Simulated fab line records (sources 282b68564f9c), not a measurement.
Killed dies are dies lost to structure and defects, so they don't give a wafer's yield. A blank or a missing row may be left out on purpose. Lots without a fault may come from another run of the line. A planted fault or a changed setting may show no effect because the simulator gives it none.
fab line records | flow ritCmos
record: lots: 5 | wafers: 15 | lastDay: 7
route steps=202 shown SDANNEAL@156 PSD@157 NSD@158 PLDD@159 NLDD@160 SILICIDE@161 CONTACT@168
lots untouched by any fault: they come from a run of this same line in which no faults occurred
startH: hours from the record's opening day to when the first of the lot's shown wafers began | waitH: hours from the lot's prior step to this one | " identical to the entry in the row above | L1.1+2: a row that stands for several wafers | - either no value or no given start | * or withheld: withheld | < > ~ a bound
route shown NAME@n: a module of which the file shows steps, and the number in the route of the first | usual: the fault-free wafers' mean and standard deviation | same: alike in all rows | chamber/n: place in a boat | sites: each site's reading | _std_site: their standard deviation | _edge_site: outer sites' mean less inner sites' | radiusMm: for every site, how far away it sits from the centre of the wafer | mask NAME#n: copy n | behind: the tool/chamber that last shaped the wafer | hold: why the lot was held/for how many hours/how that ended | device: transistor that didn't switch, given as n, p or np | end of line: tests of these same wafers at the route's end | where a step has no rows: the recipe by itself | killed: not the wafer's yield, but the dies lost to structure and defects at the first sort | map: shows each die of a wafer: x if killed, . if not, _ if none is there
set.NAME: the setting that was run; set.NAME@STEP: the one run at that earlier step | model.NAME: the simulator's own value behind a step, which no gauge read
a table for each step, a row for each wafer; lots at some steps of the route
services: a tool's chamber out of use, with start hour (startH, from the record's first day; less than 0 if before it), hours out, and reason
== steps ==
step: RIT_SDANNEAL_RTA_03
recipe: tempC: 1050 | timeS: 5 | idleTempC: 600 | rampUpCPerS: 342 | rampDownCPerS: 171 | coolToC: 600 | ambient: N2
usual: rampDownCPerS: 171.00/0.033 | wafer_temp_C_max: 1053.3/1.1
lot.wafer | tool         | chamber | startH | waitH | rampDownCPerS | wafer_temp_C_max
L398.1    | rtpAnneal-02 | 0       | 65.06  | 0.0   | 170.97        | 1051.6
L398.2    | "            | 0       | "      | "     | 171.01        | 1053.4
L398.5    | "            | 0       | "      | "     | 171.00        | 1054.3
L402.2    | rtpAnneal-02 | 0       | 84.66  | 0.0   | 170.95        | 1052.4
L402.4    | "            | 0       | "      | "     | 170.98        | 1055.1
L402.5    | "            | 0       | "      | "     | 171.00        | 1052.5
L413.1    | rtpAnneal-02 | 0       | 140.64 | 0.0   | 170.95        | 1054.2
L413.3    | "            | 0       | "      | "     | 171.01        | 1054.2
L413.5    | "            | 0       | "      | "     | 170.95        | 1053.4
L415.1    | rtpAnneal-02 | 0       | 149.42 | 0.0   | 171.05        | 1053.8
L415.2    | "            | 0       | "      | "     | 170.98        | 1054.4
L415.4    | "            | 0       | "      | "     | 170.97        | 1053.0
L416.2    | rtpAnneal-01 | 0       | 153.94 | 0.0   | 171.03        | 1052.6
L416.4    | "            | 0       | "      | "     | 170.96        | 1052.6
L416.6    | "            | 0       | "      | "     | 170.97        | 1052.4
step: RIT_SDANNEAL_RS_MEAS_04
recipe: thkMeasGauge: four-point-probe
usual: PSD_RS: 115.7/0.31
lot.wafer | tool         | chamber | startH | waitH | PSD_RS[ohm/sq]
L398.1    | filmMetro-04 | -       | 65.12  | 0.0   | 115.3
L398.2    | "            | -       | "      | "     | 115.2
L398.5    | "            | -       | "      | "     | 115.2
L402.2    | filmMetro-01 | -       | 84.72  | 0.1   | 116.1
L402.4    | "            | -       | "      | "     | 116.4
L402.5    | "            | -       | "      | "     | 116.4
L413.1    | filmMetro-02 | -       | 140.70 | 0.0   | 115.6
L413.3    | "            | -       | "      | "     | 116.0
L413.5    | "            | -       | "      | "     | 115.9
L415.1    | filmMetro-02 | -       | 149.48 | 0.0   | 115.8
L415.2    | "            | -       | "      | "     | 115.9
L415.4    | "            | -       | "      | "     | 115.7
L416.2    | filmMetro-04 | -       | 154.01 | 0.1   | 115.5
L416.4    | "            | -       | "      | "     | 115.6
L416.6    | "            | -       | "      | "     | 115.6
step: RIT_SDANNEAL_RS_MEAS_05
recipe: thkMeasGauge: four-point-probe
usual: NSD_RS: 84.5/0.32
lot.wafer | tool         | chamber | startH | waitH | NSD_RS[ohm/sq]
L398.1    | filmMetro-04 | -       | 65.24  | 0.1   | 84.6
L398.2    | "            | -       | "      | "     | 84.1
L398.5    | "            | -       | "      | "     | 84.4
L402.2    | filmMetro-01 | -       | 84.84  | 0.1   | 85.1
L402.4    | "            | -       | "      | "     | 85.0
L402.5    | "            | -       | "      | "     | 85.2
L413.1    | filmMetro-02 | -       | 140.82 | 0.1   | 84.5
L413.3    | "            | -       | "      | "     | 84.8
L413.5    | "            | -       | "      | "     | 84.2
L415.1    | filmMetro-02 | -       | 149.60 | 0.1   | 84.8
L415.2    | "            | -       | "      | "     | 84.6
L415.4    | "            | -       | "      | "     | 84.6
L416.2    | filmMetro-04 | -       | 154.13 | 0.1   | 84.4
L416.4    | "            | -       | "      | "     | 85.0
L416.6    | "            | -       | "      | "     | 84.9
step: RIT_SDANNEAL_RS_MEAS_06
recipe: thkMeasGauge: four-point-probe
usual: PLDD_RS: 178.4/0.54
lot.wafer | tool         | chamber | startH | waitH | PLDD_RS[ohm/sq]
L398.1    | filmMetro-04 | -       | 65.36  | 0.1   | 178.2
L398.2    | "            | -       | "      | "     | 177.9
L398.5    | "            | -       | "      | "     | 178.1
L402.2    | filmMetro-01 | -       | 84.96  | 0.1   | 179.0
L402.4    | "            | -       | "      | "     | 179.0
L402.5    | "            | -       | "      | "     | 179.3
L413.1    | filmMetro-02 | -       | 140.94 | 0.1   | 178.4
L413.3    | "            | -       | "      | "     | 178.8
L413.5    | "            | -       | "      | "     | 177.8
L415.1    | filmMetro-02 | -       | 149.72 | 0.1   | 179.1
L415.2    | "            | -       | "      | "     | 178.8
L415.4    | "            | -       | "      | "     | 179.1
L416.2    | filmMetro-04 | -       | 154.25 | 0.1   | 179.1
L416.4    | "            | -       | "      | "     | 178.9
L416.6    | "            | -       | "      | "     | 179.1
step: RIT_SDANNEAL_RS_MEAS_07
recipe: thkMeasGauge: four-point-probe
usual: NLDD_RS: 151.3/0.64
lot.wafer | tool         | chamber | startH | waitH | NLDD_RS[ohm/sq]
L398.1    | filmMetro-04 | -       | 65.48  | 0.1   | 150.7
L398.2    | "            | -       | "      | "     | 150.8
L398.5    | "            | -       | "      | "     | 150.3
L402.2    | filmMetro-01 | -       | 85.08  | 0.1   | 151.0
L402.4    | "            | -       | "      | "     | 151.9
L402.5    | "            | -       | "      | "     | 152.1
L413.1    | filmMetro-02 | -       | 141.06 | 0.1   | 151.4
L413.3    | "            | -       | "      | "     | 151.6
L413.5    | "            | -       | "      | "     | 152.3
L415.1    | filmMetro-02 | -       | 149.84 | 0.1   | 152.0
L415.2    | "            | -       | "      | "     | 152.0
L415.4    | "            | -       | "      | "     | 152.2
L416.2    | filmMetro-04 | -       | 154.37 | 0.1   | 150.9
L416.4    | "            | -       | "      | "     | 150.4
L416.6    | "            | -       | "      | "     | 150.7
step: RIT_SILICIDE_WET_ETCH_00
recipe: chemistry: BOE | target: SiO2 | targetDepthNm: 14 | timeS: 15 | dry: n2Spin | dilution: 10:1 | tempC: 21.5
step: RIT_SILICIDE_SPUTTER_01
recipe: material: Ti | targetThkNm: 30 | powerW: 350 | chamberPressurePa: 0.667 | gas: Ar | timeS: 240 | substrateTempC: 25
usual: throttleValvePct: 30.3/1.5
lot.wafer | tool          | chamber | startH | waitH | throttleValvePct
L398.1    | pvdSputter-04 | -       | 65.61  | 0.0   | 32.0
L398.2    | "             | -       | "      | "     | 31.5
L398.5    | "             | -       | "      | "     | 31.5
L402.2    | pvdSputter-04 | -       | 85.20  | 0.0   | 28.8
L402.4    | "             | -       | "      | "     | 31.6
L402.5    | "             | -       | "      | "     | 28.7
L413.1    | pvdSputter-01 | -       | 141.20 | 0.0   | 31.1
L413.3    | "             | -       | "      | "     | 29.7
L413.5    | "             | -       | "      | "     | 27.7
L415.1    | pvdSputter-01 | -       | 149.97 | 0.0   | 29.6
L415.2    | "             | -       | "      | "     | 32.0
L415.4    | "             | -       | "      | "     | 27.6
L416.2    | pvdSputter-02 | -       | 154.48 | 0.0   | 29.0
L416.4    | "             | -       | "      | "     | 29.4
L416.6    | "             | -       | "      | "     | 28.8
step: RIT_SILICIDE_RS_MEAS_02
recipe: thkMeasGauge: four-point-probe | reads: Ti_of_SILICIDE_SPUTTER_01
usual: SILICIDE_TI_RS: 48.0/0.69
lot.wafer | tool         | chamber | startH | waitH | SILICIDE_TI_RS[ohm/sq]
L398.1    | filmMetro-03 | -       | 65.76  | 0.1   | 49.1
L398.2    | "            | -       | "      | "     | 48.9
L398.5    | "            | -       | "      | "     | 49.0
L402.2    | filmMetro-03 | -       | 85.37  | 0.1   | 48.4
L402.4    | "            | -       | "      | "     | 47.9
L402.5    | "            | -       | "      | "     | 48.8
L413.1    | filmMetro-03 | -       | 141.35 | 0.1   | 47.2
L413.3    | "            | -       | "      | "     | 46.6
L413.5    | "            | -       | "      | "     | 47.0
L415.1    | filmMetro-01 | -       | 150.12 | 0.1   | 48.0
L415.2    | "            | -       | "      | "     | 47.9
L415.4    | "            | -       | "      | "     | 48.7
L416.2    | filmMetro-03 | -       | 154.65 | 0.1   | 47.7
L416.4    | "            | -       | "      | "     | 47.7
L416.6    | "            | -       | "      | "     | 47.7
step: RIT_SILICIDE_THK_MEAS_03
recipe: thkMeasGauge: xrf | reads: Ti_of_SILICIDE_SPUTTER_01
usual: SILICIDE_TI_THK: 30.1/0.37
lot.wafer | tool         | chamber | startH | waitH | SILICIDE_TI_THK[nm]
L398.1    | filmMetro-03 | -       | 65.88  | 0.1   | 29.7
L398.2    | "            | -       | "      | "     | 29.9
L398.5    | "            | -       | "      | "     | 29.9
L402.2    | filmMetro-03 | -       | 85.48  | 0.1   | 29.9
L402.4    | "            | -       | "      | "     | 30.3
L402.5    | "            | -       | "      | "     | 29.7
L413.1    | filmMetro-03 | -       | 141.47 | 0.1   | 30.7
L413.3    | "            | -       | "      | "     | 30.9
L413.5    | "            | -       | "      | "     | 30.7
L415.1    | filmMetro-01 | -       | 150.24 | 0.1   | 30.1
L415.2    | "            | -       | "      | "     | 30.1
L415.4    | "            | -       | "      | "     | 29.8
L416.2    | filmMetro-03 | -       | 154.76 | 0.1   | 30.3
L416.4    | "            | -       | "      | "     | 30.4
L416.6    | "            | -       | "      | "     | 30.4
step: RIT_SILICIDE_RTA_04
recipe: tempC: 650 | timeS: 10 | idleTempC: 25 | rampUpS: 5 | rampDownS: 5 | coolToC: 25 | ambient: N2
usual: wafer_temp_C_max: 653.0/0.63
lot.wafer | tool         | chamber | startH | waitH | wafer_temp_C_max
L398.1    | rtpAnneal-01 | 0       | 65.94  | 0.1   | 653.4
L398.2    | "            | 0       | "      | "     | 652.8
L398.5    | "            | 0       | "      | "     | 654.1
L402.2    | rtpAnneal-02 | 0       | 85.54  | 0.1   | 653.2
L402.4    | "            | 0       | "      | "     | 652.4
L402.5    | "            | 0       | "      | "     | 652.9
L413.1    | rtpAnneal-02 | 0       | 141.53 | 0.1   | 653.8
L413.3    | "            | 0       | "      | "     | 652.3
L413.5    | "            | 0       | "      | "     | 653.7
L415.1    | rtpAnneal-01 | 0       | 150.30 | 0.1   | 653.2
L415.2    | "            | 0       | "      | "     | 653.8
L415.4    | "            | 0       | "      | "     | 654.3
L416.2    | rtpAnneal-02 | 0       | 154.82 | 0.1   | 652.9
L416.4    | "            | 0       | "      | "     | 653.2
L416.6    | "            | 0       | "      | "     | 652.3
step: RIT_SILICIDE_WET_ETCH_05
recipe: chemistry: SPM | target: Ti | tempC: 90 | timeS: 120 | dry: n2Spin
step: RIT_SILICIDE_RTA_06
recipe: tempC: 750 | timeS: 10 | idleTempC: 25 | rampUpS: 5 | rampDownS: 10 | coolToC: 25 | ambient: N2
usual: wafer_temp_C_max: 753.7/0.78
lot.wafer | tool         | chamber | startH | waitH | wafer_temp_C_max
L398.1    | rtpAnneal-02 | 0       | 66.10  | 0.0   | 754.2
L398.2    | "            | 0       | "      | "     | 753.5
L398.5    | "            | 0       | "      | "     | 752.7
L402.2    | rtpAnneal-02 | 0       | 85.65  | 0.0   | 753.7
L402.4    | "            | 0       | "      | "     | 755.0
L402.5    | "            | 0       | "      | "     | 754.5
L413.1    | rtpAnneal-02 | 0       | 141.63 | 0.0   | 753.1
L413.3    | "            | 0       | "      | "     | 754.0
L413.5    | "            | 0       | "      | "     | 754.2
L415.1    | rtpAnneal-02 | 0       | 150.41 | 0.0   | 753.4
L415.2    | "            | 0       | "      | "     | 752.7
L415.4    | "            | 0       | "      | "     | 753.7
L416.2    | rtpAnneal-01 | 0       | 154.93 | 0.0   | 753.9
L416.4    | "            | 0       | "      | "     | 753.6
L416.6    | "            | 0       | "      | "     | 754.6
step: RIT_CONTACT_CVD_00
recipe: material: SiO2 | targetThkNm: 400 | precursor: TEOS | tempC: 390 | timeS: 61 | rfW: 400
usual: heaterPowerW: 336/59
lot.wafer | tool     | chamber | startH | waitH | heaterPowerW | model.SiO2_of_CONTACT_CVD_00.thkNm
L398.1    | pecvd-02 | 0       | 66.16  | 0.1   | 346          | 400.5
L398.2    | "        | 1       | "      | "     | 226          | 395.4
L398.5    | "        | 2       | "      | "     | 397          | 403.1
L402.2    | pecvd-03 | 2       | 85.70  | 0.0   | 393          | 400.5
L402.4    | "        | 0       | "      | "     | 352          | 403.7
L402.5    | "        | 2       | "      | "     | 301          | 403.6
L413.1    | pecvd-02 | 2       | 141.70 | 0.1   | 377          | 495.7
L413.3    | "        | 0       | "      | "     | 372          | 396.9
L413.5    | "        | 2       | "      | "     | 386          | 502.7
L415.1    | pecvd-04 | 2       | 150.48 | 0.1   | 443          | 394.4
L415.2    | "        | 1       | "      | "     | 252          | 394.7
L415.4    | "        | 2       | "      | "     | 335          | 405.4
L416.2    | pecvd-03 | 0       | 154.99 | 0.0   | 404          | 401.8
L416.4    | "        | 0       | "      | "     | 428          | 405.4
L416.6    | "        | 1       | "      | "     | 416          | 400.6
step: RIT_CONTACT_THK_MEAS_01
recipe: reads: SiO2_of_CONTACT_CVD_00
usual: CONTACT_TEOS_THK: 399/5.6
lot.wafer | tool         | chamber | startH | waitH | CONTACT_TEOS_THK[nm]
L398.1    | filmMetro-01 | -       | 66.21  | 0.0   | 400
L398.2    | "            | -       | "      | "     | 396
L398.5    | "            | -       | "      | "     | 403
L402.2    | filmMetro-04 | -       | 85.76  | 0.0   | 400
L402.4    | "            | -       | "      | "     | 403
L402.5    | "            | -       | "      | "     | 403
L413.1    | filmMetro-04 | -       | 141.75 | 0.0   | 496
L413.3    | "            | -       | "      | "     | 397
L413.5    | "            | -       | "      | "     | 503
L415.1    | filmMetro-01 | -       | 150.53 | 0.0   | 394
L415.2    | "            | -       | "      | "     | 395
L415.4    | "            | -       | "      | "     | 405
L416.2    | filmMetro-04 | -       | 155.05 | 0.0   | 402
L416.4    | "            | -       | "      | "     | 405
L416.6    | "            | -       | "      | "     | 401
step: RIT_CONTACT_HMDS_02
recipe: primeTimeS: 60 | primeTempC: 140
step: RIT_CONTACT_COAT_03
recipe: resist: NOVOLAK | spinRpm: 3250 | resistThkNm: 1000
step: RIT_CONTACT_SOFTBAKE_04
recipe: resist: NOVOLAK | tempC: 90 | timeS: 60
step: RIT_CONTACT_EXPOSE_05
recipe: maskId: M11 | na: 0.6 | sourceShape: conventional | sigmaOuter: 0.5 | targetCdNm: 1000 | doseMj: 250
step: RIT_CONTACT_PEB_06
recipe: resist: NOVOLAK | tempC: withheld | timeS: withheld
step: RIT_CONTACT_DEVELOP_07
recipe: resist: NOVOLAK | developTimeS: 120 | devTempC: 23
step: RIT_CONTACT_CD_MEAS_08
recipe: targetCdNm: 1000
usual: cdNm: 999.5/2
lot.wafer | tool     | chamber | startH | waitH | cdNm
L398.1    | cdSem-01 | -       | 67.57  | -     | 999.6
L398.2    | "        | -       | "      | "     | 998.0
L398.5    | "        | -       | "      | "     | 997.4
L402.2    | cdSem-02 | -       | 86.93  | -     | 1000.0
L402.4    | "        | -       | "      | "     | 999.7
L402.5    | "        | -       | "      | "     | 1001.6
L413.1    | cdSem-02 | -       | 142.78 | -     | 998.9
L413.3    | "        | -       | "      | "     | 1000.0
L413.5    | "        | -       | "      | "     | 998.6
L415.1    | cdSem-01 | -       | 151.68 | -     | 1000.0
L415.2    | "        | -       | "      | "     | 1000.6
L415.4    | "        | -       | "      | "     | 1001.7
L416.2    | cdSem-01 | -       | 156.08 | -     | 1000.0
L416.4    | "        | -       | "      | "     | 1002.8
L416.6    | "        | -       | "      | "     | 1000.8
step: RIT_CONTACT_OVL_MEAS_09
usual: CONTACT_OVL: 0.2/1.4
lot.wafer | tool       | chamber | startH | waitH | CONTACT_OVL[nm]
L398.1    | overlay-02 | -       | 67.69  | 0.1   | -0.4
L398.2    | "          | -       | "      | "     | -0.3
L398.5    | "          | -       | "      | "     | -0.6
L402.2    | overlay-01 | -       | 87.03  | 0.1   | 3.4
L402.4    | "          | -       | "      | "     | 1.0
L402.5    | "          | -       | "      | "     | 1.4
L413.1    | overlay-02 | -       | 142.90 | 0.1   | -1.1
L413.3    | "          | -       | "      | "     | -1.8
L413.5    | "          | -       | "      | "     | -2.2
L415.1    | overlay-02 | -       | 151.80 | 0.1   | 2.2
L415.2    | "          | -       | "      | "     | 0.9
L415.4    | "          | -       | "      | "     | 0.8
L416.2    | overlay-01 | -       | 156.19 | 0.1   | 1.1
L416.4    | "          | -       | "      | "     | 2.9
L416.6    | "          | -       | "      | "     | 2.1
step: RIT_CONTACT_HARDBAKE_10
recipe: resist: NOVOLAK | tempC: 140 | timeS: 60
step: RIT_CONTACT_ETCH_11
recipe: targetDepthA: 4800 | overEtchFrac: 0.2 | stopOn: TiSi2 | chemistry: CHF3/CF4/Ar | target: SiO2 | CHF3_flow_sccm: 50 | cf4FlowSccm: 10 | Ar_flow_sccm: 100 | O2_flow_sccm: 5 | pressureMtorr: 100 | rfW: 200 | timeS: 320
usual: CHF3_flow_sccm: 50.00/0.15 | drypumpMotorCurrentA: 5.8/0.41 | oesProductAu: 0.981/0.015 | throttleValvePct: 8.89/0.11
lot.wafer | tool       | chamber | startH | waitH | CHF3_flow_sccm | drypumpMotorCurrentA | oesProductAu | rfHoursCounterH | throttleValvePct | model.etch.depthNm | model.CONTACT.featureDepthNm
L398.1    | rieDiel-03 | 3       | 67.88  | 0.1   | 49.78          | 6.0                  | 0.975        | 4               | 8.71             | 400.5              | 400.5
L398.2    | "          | 0       | "      | "     | 49.81          | 6.3                  | 0.958        | 154             | 8.95             | 395.4              | 395.4
L398.5    | "          | 0       | "      | "     | 49.81          | 6.3                  | 0.974        | -               | 8.94             | 403.1              | 403.1
L402.2    | rieDiel-03 | 3       | 87.21  | 0.1   | 50.18          | 6.0                  | 0.966        | 5               | 8.71             | 400.5              | 400.5
L402.4    | "          | 1       | "      | "     | 50.03          | 5.3                  | 0.967        | 2               | 8.86             | 403.7              | 403.7
L402.5    | "          | 1       | "      | "     | 50.11          | 5.3                  | 0.972        | -               | 8.87             | 403.6              | 403.6
L413.1    | rieDiel-01 | 1       | 143.08 | 0.1   | 49.87          | 6.1                  | 0.958        | 138             | 8.67             | 471.7              | 471.7
L413.3    | "          | 2       | "      | "     | 49.86          | 5.4                  | 0.993        | 10              | 8.93             | 396.9              | 396.9
L413.5    | "          | 1       | "      | "     | 49.85          | 6.1                  | 0.970        | -               | 8.66             | 471                | 471
L415.1    | rieDiel-04 | 0       | 151.98 | 0.1   | 49.92          | 6.3                  | 1.001        | 36              | 9.00             | 394.4              | 394.4
L415.2    | "          | 3       | "      | "     | 50.09          | 5.5                  | 0.982        | 2               | 9.00             | 394.7              | 394.7
L415.4    | "          | 1       | "      | "     | 50.21          | 5.7                  | 0.990        | 2               | 9.02             | 405.4              | 405.4
L416.2    | rieDiel-03 | 0       | 156.37 | 0.1   | 49.96          | 6.2                  | 0.972        | 0               | 8.94             | 401.8              | 401.8
L416.4    | "          | 3       | "      | "     | 49.86          | 6.0                  | 0.972        | -               | 8.71             | 405.4              | 405.4
L416.6    | "          | 2       | "      | "     | 49.91          | 5.6                  | 0.989        | -               | 8.90             | 400.6              | 400.6
step: RIT_CONTACT_STRIP_12
recipe: chemistry: O2 | timeS: 180 | resist: NOVOLAK | platenTempC: withheld | powerW: 500 | pressureMtorr: 4000 | o2FlowSccm: 4000
usual: drypumpMotorCurrentA: 5.37/0.26
lot.wafer | tool           | chamber | startH | waitH | drypumpMotorCurrentA | rfHoursCounterH
L398.1    | plasmaAsher-02 | 0       | 68.07  | 0.1   | 5.37                 | 28
L398.2    | "              | 1       | "      | "     | 5.43                 | 28
L398.5    | "              | 1       | "      | "     | 5.42                 | -
L402.2    | plasmaAsher-01 | 0       | 87.41  | 0.1   | 5.32                 | 44
L402.4    | "              | 1       | "      | "     | 5.28                 | -
L402.5    | "              | 0       | "      | "     | 5.28                 | -
L413.1    | plasmaAsher-01 | 0       | 143.28 | 0.1   | 5.30                 | 3
L413.3    | "              | 0       | "      | "     | 5.32                 | -
L413.5    | "              | 0       | "      | "     | 5.31                 | -
L415.1    | plasmaAsher-03 | 0       | 152.18 | 0.1   | 5.90                 | 52
L415.2    | "              | 1       | "      | "     | 4.96                 | 52
L415.4    | "              | 1       | "      | "     | 4.97                 | -
L416.2    | plasmaAsher-02 | 1       | 156.56 | 0.1   | 5.38                 | 38
L416.4    | "              | 0       | "      | "     | 5.33                 | -
L416.6    | "              | 0       | "      | "     | 5.39                 | -
step: RIT_CONTACT_CD_MEAS_90
recipe: targetCdNm: 1000
usual: cdNm: 999.5/2
lot.wafer | tool     | chamber | startH | waitH | cdNm
L398.1    | cdSem-01 | -       | 68.25  | 0.1   | 999.5
L398.2    | "        | -       | "      | "     | 998.4
L398.5    | "        | -       | "      | "     | 997.7
L402.2    | cdSem-02 | -       | 87.60  | 0.1   | 999.7
L402.4    | "        | -       | "      | "     | 999.8
L402.5    | "        | -       | "      | "     | 1001.6
L413.1    | cdSem-01 | -       | 143.45 | 0.1   | 998.1
L413.3    | "        | -       | "      | "     | 999.6
L413.5    | "        | -       | "      | "     | 998.0
L415.1    | cdSem-02 | -       | 152.35 | 0.1   | 1000.1
L415.2    | "        | -       | "      | "     | 1000.9
L415.4    | "        | -       | "      | "     | 1001.9
L416.2    | cdSem-02 | -       | 156.76 | 0.1   | 1000.1
L416.4    | "        | -       | "      | "     | 1003.0
L416.6    | "        | -       | "      | "     | 1001.3
step: RIT_CONTACT_CLEAN_13
recipe: chemistry: SC1 | mix: 3:3:50 | timeS: 600 | tempC: 75
usual: tempC: 74.98/0.12
lot.wafer | tool        | chamber | startH | waitH | tempC | model.SiO2_of_CONTACT_CVD_00.thkNm
L398.1    | wetBench-02 | 1       | 68.37  | 0.1   | 74.94 | 396.4
L398.2    | "           | 1       | "      | "     | 74.97 | 391.4
L398.5    | "           | 1       | "      | "     | 74.96 | 399.1
L402.2    | wetBench-02 | 2       | 87.70  | 0.1   | 74.99 | 396.4
L402.4    | "           | 2       | "      | "     | 75.16 | 399.6
L402.5    | "           | 2       | "      | "     | 75.26 | 399.6
L413.1    | wetBench-02 | 3       | 143.57 | 0.1   | 75.02 | 491.6
L413.3    | "           | 3       | "      | "     | 74.98 | 392.8
L413.5    | "           | 3       | "      | "     | 74.97 | 498.6
L415.1    | wetBench-04 | 1       | 152.47 | 0.1   | 74.89 | 390.2
L415.2    | "           | 1       | "      | "     | 74.95 | 390.6
L415.4    | "           | 1       | "      | "     | 74.86 | 401.3
L416.2    | wetBench-04 | 1       | 156.86 | 0.1   | 74.94 | 397.6
L416.4    | "           | 1       | "      | "     | 74.84 | 401.3
L416.6    | "           | 1       | "      | "     | 75.06 | 396.5
step: RIT_CONTACT_CLEAN_14
recipe: chemistry: SC2 | mix: 3:3:50 | timeS: 600 | tempC: 75 | dry: n2Spin
== services ==
tool           | chamber | startH | hours | kind
wetBench-04    | -       | 45.63  | 0.6   | repair
pvdSputter-02  | -       | 54.59  | 1.1   | repair
rieDiel-04     | 1       | 66.01  | -     | clean
rieDiel-04     | 1       | 66.01  | 15.0  | scheduledDown
rieDiel-04     | 1       | 66.01  | 15.0  | ventCycle
rieDiel-01     | 3       | 73.26  | 4.4   | repair
pecvd-02       | -       | 73.32  | 0.2   | repair
rtpAnneal-01   | -       | 75.47  | 67.6  | pm
rieDiel-03     | -       | 95.47  | 0.4   | repair
rieDiel-04     | 0       | 104.39 | 7.0   | repair
plasmaAsher-01 | -       | 108.75 | 9.0   | pm
plasmaAsher-01 | 0       | 108.75 | 9.0   | ventCycle
plasmaAsher-01 | 1       | 108.75 | 9.0   | ventCycle
plasmaAsher-01 | 0       | 117.75 | -     | clean
plasmaAsher-01 | 1       | 117.75 | -     | clean
rieDiel-03     | 0       | 123.72 | -     | clean
rieDiel-03     | 0       | 123.72 | 12.9  | scheduledDown
rieDiel-03     | 0       | 123.72 | 12.9  | ventCycle
pvdSputter-02  | -       | 126.57 | 2.8   | repair
pvdSputter-01  | -       | 132.91 | 5.3   | repair
pvdSputter-02  | -       | 136.29 | 2.7   | repair
rieDiel-03     | 3       | 137.19 | 5.7   | repair
pecvd-02       | -       | 144.61 | 14.6  | pm
rieDiel-03     | 1       | 155.87 | 3.6   | repair
== key ==
firstSign: step: RIT_CONTACT_THK_MEAS_01 | reading: CONTACT_TEOS_THK | direction: up | sigmas: 18 | usual: 399 | struck: 499
effect none on later readings
modelEffect: step: RIT_CONTACT_CVD_00 | value: SiO2_of_CONTACT_CVD_00.thkNm | without: 399.2 | struck: 499.2
modelEffect: step: RIT_CONTACT_ETCH_11 | value: etch.depthNm | without: 399.2 | struck: 471.4
modelEffect: step: RIT_CONTACT_CLEAN_13 | value: SiO2_of_CONTACT_CVD_00.thkNm | without: 395.1 | struck: 495.1
metAt RIT_CONTACT_CVD_00
struckWafers L413.1,L413.5
laterRowsLeftOut L413.1,L413.5
sortLeftOut L413.1,L413.5
testerLeftOut L413
onsetBetween 66.16 141.70
fault: kind: processParameterDrift | tool: pecvd-02 | chamber: 2 | onsetH: 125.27 | steps: RIT_CONTACT_CVD_00 | channel: targetThkNm | offset: 100 | shape: step | endH: 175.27 | stated: 400
testerLeftOut: of these lots the tester's yield and bins aren't shown, on N5 and GAA mostly nor the transistor test; their killed dies are dies lost to structure and defects alone, not to doping, threshold or leakage, so they don't give the yield
sortLeftOut: the simulated sort isn't trusted on such a fault, so these wafers' sort isn't shown, and their yield isn't known
laterRowsLeftOut: the simulator's readings of these wafers behind a module that went badly wrong aren't trusted and aren't shown, but for the sort
